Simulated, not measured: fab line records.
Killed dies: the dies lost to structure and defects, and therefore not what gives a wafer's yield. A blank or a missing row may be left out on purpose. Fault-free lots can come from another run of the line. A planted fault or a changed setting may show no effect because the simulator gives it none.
What tool caused it? :: flow berkeley-cmos170 :: Sampling: 7 lots, 21 wafers, 2 of 331 route steps

== WHAT EACH GAUGE READ, for each wafer ==
UCB170_NWELL_TW_MEAS_16.
lot: L761
measured: day 3 13:43
on: film-metro-02
NWELL_TW: 1247 1242 1244

lot: L764
measured: day 3 16:41
on: film-metro-02
NWELL_TW: 1245 1249 1242

lot: L767
measured: day 4 15:58
on: film-metro-01
NWELL_TW: 1221 1223 1220

lot: L772
measured: day 5 14:25
on: film-metro-04
NWELL_TW: 1246 1237 1245

lot: L774
measured: day 6 09:16
on: film-metro-02
NWELL_TW: 1258 1256 1256

lot: L777
measured: day 6 17:02
on: film-metro-01
NWELL_TW: 1251 1269 1254

lot: L779
measured: day 7 09:59
on: film-metro-01
NWELL_TW: 1254 1249 1245

== WHAT TOOL EACH LOT RAN ON (gives the tool, then ch and the chambers of the sampled wafers, and finally the start) ==
lot: L761
UCB170_NWELL_IMPLANT_14: implanter-01 ch 0, day 3 13:30

lot: L764
UCB170_NWELL_IMPLANT_14: implanter-04 ch 0, day 3 16:29

lot: L767
UCB170_NWELL_IMPLANT_14: implanter-03 ch 0, day 4 15:43

lot: L772
UCB170_NWELL_IMPLANT_14: implanter-01 ch 0, day 5 14:11

lot: L774
UCB170_NWELL_IMPLANT_14: implanter-04 ch 0, day 6 09:02

lot: L777
UCB170_NWELL_IMPLANT_14: implanter-04 ch 0, day 6 16:46

lot: L779
UCB170_NWELL_IMPLANT_14: implanter-01 ch 0, day 7 09:45
- UCB170_NWELL_IMPLANT_14

== THE ANSWER, worked out from the rows above alone ==
Rule: the lots themselves supply what counts as usual. The widest of any qualifying gaps counts: lots, ordered by their means at a reading, are off when they make up no more than a third of the lots, leave a main group of 4 or more, and stand apart from it by 3 or more times the standard deviation of that group's means. Not used: any main group whose means are identical at the precision the tables above print for the reading. A lot without any number at a reading at which 4 lots or more have one is off too. The other lots that the step has rows for count as sound.
Off: at UCB170_NWELL_TW_MEAS_16 (NWELL_TW), L767. The main group has a mean of 1249 with a standard deviation of 6.
If a tool, at a process step before that reading, ran all the lots that are off and no sound lot after the first of them, it fits. Gauges at UCB170_NWELL_TW_MEAS_16: tried the same way as those tools. One fits: UCB170_NWELL_IMPLANT_14 on implanter-03. It ran no sound lot before its first lot that is off in this sample, so the start can't be narrowed down.

== WHAT THE SIMULATOR PUT IN ==
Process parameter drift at UCB170_NWELL_IMPLANT_14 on implanter-03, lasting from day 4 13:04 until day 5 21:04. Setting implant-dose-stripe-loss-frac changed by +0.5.
Shown lots that were struck: L767. The rule above found the same.
